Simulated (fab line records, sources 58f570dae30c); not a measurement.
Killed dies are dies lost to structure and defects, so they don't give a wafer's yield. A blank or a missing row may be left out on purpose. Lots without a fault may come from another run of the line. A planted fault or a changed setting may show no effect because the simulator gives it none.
Which tool did it? | flow berkeley_cmos170 | 7 lots, 21 wafers sampled, at 2 steps of a route of 331

WHAT THE GAUGES READ, wafer by wafer
UCB170_PSD_OVL_MEAS_07.
lot  | measured     | on         | PSD_OVL (nm)
L277 | day 8 08:40  | overlay-01 | -12 -5 -2
L276 | day 8 09:02  | overlay-01 | -1 2 6
L279 | day 9 00:02  | overlay-02 | 2 -3 1
L283 | day 9 19:07  | overlay-01 | 0 -5 2
L284 | day 9 19:14  | overlay-02 | 1 -1 4
L289 | day 11 08:08 | overlay-02 | -143 -155 -147
L294 | day 11 22:38 | overlay-02 | -161 -169 -170

WHICH TOOL RAN EACH LOT (tool, then ch and the chambers of the sampled wafers, then the start)
lot  | UCB170_PSD_EXPOSE_03
L277 | krf_scanner-02 ch 0, day 8 08:09
L276 | krf_scanner-01 ch 0, day 8 08:32
L279 | krf_scanner-02 ch 0, day 8 23:19
L283 | krf_scanner-02 ch 0, day 9 18:36
L284 | krf_scanner-02 ch 0, day 9 18:43
L289 | krf_scanner-02 ch 0, day 11 07:26
L294 | krf_scanner-02 ch 0, day 11 21:40
- UCB170_PSD_EXPOSE_03: exposes mask PSELECT MOD, target cd 1200 nm.

THE ANSWER, worked out from the rows above alone
Rule: what is usual is taken from the lots themselves. Put in order of their means at a reading, lots are off if they are a third of the lots or fewer, leave a main group of 4 or more, and stand apart from it by a gap of 3 or more times the standard deviation of the main group's means; of several such gaps the widest counts. A main group whose means are all the same, to the digits that the tables above print for the reading, isn't used. A lot without any number at a reading at which 4 lots or more have one is off too. The other lots that the step has rows for count as sound.
Off: L289, L294, at UCB170_PSD_OVL_MEAS_07 (PSD_OVL). The main group: mean -1 nm, standard deviation 3.
A tool fits if, at a process step before that reading, it ran every lot that is off, and no sound lot after the first of them. The gauges at UCB170_PSD_OVL_MEAS_07 are tried like those tools. Can't be told from this: 2 tools fit, krf_scanner-02 at UCB170_PSD_EXPOSE_03, overlay-02 at UCB170_PSD_OVL_MEAS_07.

WHAT THE SIMULATOR HAD PUT IN
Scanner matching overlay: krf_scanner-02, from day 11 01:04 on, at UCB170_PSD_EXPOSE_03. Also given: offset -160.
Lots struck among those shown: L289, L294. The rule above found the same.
